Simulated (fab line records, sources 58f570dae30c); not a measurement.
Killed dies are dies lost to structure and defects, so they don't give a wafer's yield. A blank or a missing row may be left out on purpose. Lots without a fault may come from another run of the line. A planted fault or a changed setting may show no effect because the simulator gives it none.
Which tool did it? | flow berkeley_cmos170 | 14 lots, 42 wafers sampled, at 4 steps of a route of 331

WHAT THE GAUGES READ, wafer by wafer
UCB170_V2_THK_MEAS_01.
lot  | measured     | on            | V2_TEOS_THK (nm)
L758 | day 8 10:23  | film_metro-01 | 1958 1950 1955
L759 | day 8 19:00  | film_metro-01 | 1969 1984 2000
L760 | day 8 18:46  | film_metro-04 | 2025 1988 2015
L761 | day 9 13:16  | film_metro-01 | 2007 2018 2059
L762 | day 9 13:22  | film_metro-04 | 1999 1991 2038
L763 | day 9 13:00  | film_metro-03 | 1987 2004 2012
L765 | day 10 16:06 | film_metro-01 | 2002 2006 2034
L766 | day 10 12:15 | film_metro-04 | 2013 1988 2032
L767 | day 10 14:58 | film_metro-01 | 2019 2054 2008
L769 | day 10 16:04 | film_metro-04 | 1948 1980 2012
L770 | day 10 15:20 | film_metro-01 | 1976 2029 2029
L775 | day 12 03:55 | film_metro-04 | 1955 1987 2058
L776 | day 12 05:11 | film_metro-04 | 1990 2043 2045
L777 | day 12 13:18 | film_metro-04 | 1968 2068 2013

UCB170_V2_OVL_MEAS_13.
lot  | measured     | on         | V2_OVL (nm)
L758 | day 8 12:17  | overlay-01 | 7 3 5
L759 | day 8 20:41  | overlay-02 | -4 -2 -2
L760 | day 8 20:26  | overlay-02 | 0 3 3
L761 | day 9 15:27  | overlay-02 | 0 5 3
L762 | day 9 15:43  | overlay-02 | -3 4 0
L763 | day 9 15:08  | overlay-02 | 0 7 7
L765 | day 10 18:35 | overlay-02 | 7 7 0
L766 | day 10 14:16 | overlay-01 | 4 2 -4
L767 | day 10 16:47 | overlay-02 | 8 -6 -2
L769 | day 10 17:52 | overlay-02 | 0 4 -3
L770 | day 10 17:04 | overlay-02 | 0 -1 3
L775 | day 12 05:43 | overlay-01 | -8 -8 -4
L776 | day 12 07:01 | overlay-02 | 5 4 4
L777 | day 12 15:10 | overlay-01 | 7 13 2

WHICH TOOL RAN EACH LOT (tool, then ch and the chambers of the sampled wafers, then the start)
lot  | UCB170_WELLDRIVE_WET_ETCH_04   | UCB170_M2_ETCH_17
L758 | wet_bench-04 ch 2, day 3 20:59 | rie_diel-02 ch 0,1,2, day 8 09:41
L759 | wet_bench-04 ch 1, day 4 05:19 | rie_diel-04 ch 1,2,3, day 8 18:24
L760 | wet_bench-04 ch 3, day 4 13:14 | rie_diel-03 ch 1,2,3, day 8 18:09
L761 | wet_bench-03 ch 3, day 5 04:07 | rie_diel-04 ch 2,3, day 9 12:39
L762 | wet_bench-03 ch 1, day 5 04:07 | rie_diel-02 ch 0,1,3, day 9 12:46
L763 | wet_bench-04 ch 1, day 5 06:54 | rie_diel-03 ch 2,3, day 9 12:23
L765 | wet_bench-03 ch 2, day 5 17:43 | rie_diel-03 ch 1,2, day 10 15:30
L766 | wet_bench-03 ch 1, day 5 17:43 | rie_diel-03 ch 0,2,3, day 10 11:39
L767 | wet_bench-01 ch 1, day 6 02:19 | rie_diel-03 ch 0,2, day 10 14:19
L769 | wet_bench-03 ch 0, day 6 13:55 | rie_diel-02 ch 2,3, day 10 15:27
L770 | wet_bench-03 ch 0, day 6 13:55 | rie_diel-02 ch 0,2,3, day 10 14:43
L775 | wet_bench-01 ch 3, day 7 10:47 | rie_diel-03 ch 0,3, day 12 03:19
L776 | wet_bench-01 ch 2, day 7 10:47 | rie_diel-02 ch 2,3, day 12 04:35
L777 | wet_bench-04 ch 1, day 8 04:05 | rie_diel-04 ch 0,2,3, day 12 12:41
- UCB170_WELLDRIVE_WET_ETCH_04: etches SiO2 in BOE, time 120 s.
- UCB170_M2_ETCH_17: etches BARC in N2/H2.

WHAT THE TOOLS THEMSELVES READ (means of the sampled wafers that have a number; where no wafer has one, the mark that the record gives instead)
UCB170_WELLDRIVE_WET_ETCH_04.
lot  | tool         | bath_heat_duty_pct (%)
L758 | wet_bench-04 | 6.0
L759 | wet_bench-04 | 6.5
L760 | wet_bench-04 | 6.2
L761 | wet_bench-03 | 6.0
L762 | wet_bench-03 | 6.5
L763 | wet_bench-04 | 5.8
L765 | wet_bench-03 | 6.0
L766 | wet_bench-03 | 7.1
L767 | wet_bench-01 | 5.6
L769 | wet_bench-03 | 6.3
L770 | wet_bench-03 | 6.8
L775 | wet_bench-01 | 6.0
L776 | wet_bench-01 | 6.1
L777 | wet_bench-04 | 6.9

UCB170_M2_ETCH_17.
lot  | tool        | chamber_pressure_mTorr (mTorr) | drypump_motor_current_A (A) | oes_product_au (a.u.) | throttle_valve_pct (%)
L758 | rie_diel-02 | 29.958                         | 5.67                        | 0.993                 | 13.30
L759 | rie_diel-04 | 29.986                         | 5.90                        | 1.041                 | 13.33
L760 | rie_diel-03 | 29.990                         | 5.80                        | 0.997                 | 13.30
L761 | rie_diel-04 | 30.007                         | 5.84                        | 1.026                 | 13.49
L762 | rie_diel-02 | 30.004                         | 5.72                        | 0.992                 | 13.35
L763 | rie_diel-03 | 30.003                         | 6.02                        | 1.001                 | 13.32
L765 | rie_diel-03 | 30.000                         | 5.57                        | 0.976                 | 13.29
L766 | rie_diel-03 | 29.988                         | 5.86                        | 0.985                 | 13.39
L767 | rie_diel-03 | 30.001                         | 5.70                        | 0.985                 | 13.49
L769 | rie_diel-02 | 30.005                         | 5.44                        | 1.006                 | 13.24
L770 | rie_diel-02 | 29.974                         | 5.58                        | 0.994                 | 13.33
L775 | rie_diel-03 | 29.999                         | 5.93                        | 0.980                 | 13.20
L776 | rie_diel-02 | 29.999                         | 5.42                        | 1.010                 | 13.24
L777 | rie_diel-04 | 29.990                         | 5.79                        | 1.026                 | 13.56

THE ANSWER, worked out from the rows above alone
Rule: what is usual is taken from the lots themselves. Put in order of their means at a reading, lots are off if they are a third of the lots or fewer, leave a main group of 4 or more, and stand apart from it by a gap of 3 or more times the standard deviation of the main group's means; of several such gaps the widest counts. A main group whose means are all the same, to the digits that the tables above print for the reading, isn't used. A lot without any number at a reading at which 4 lots or more have one is off too. The other lots that the step has rows for count as sound. The gauges are gone through in route order, then the tools' own readings, and for those a lot's mean is taken as printed above. The first step at which some lot is off is used, and at that step the reading that is off furthest; a lot without a number counts as furthest.
No lot is off at any reading shown: from this, nothing can be told.

WHAT THE SIMULATOR HAD PUT IN
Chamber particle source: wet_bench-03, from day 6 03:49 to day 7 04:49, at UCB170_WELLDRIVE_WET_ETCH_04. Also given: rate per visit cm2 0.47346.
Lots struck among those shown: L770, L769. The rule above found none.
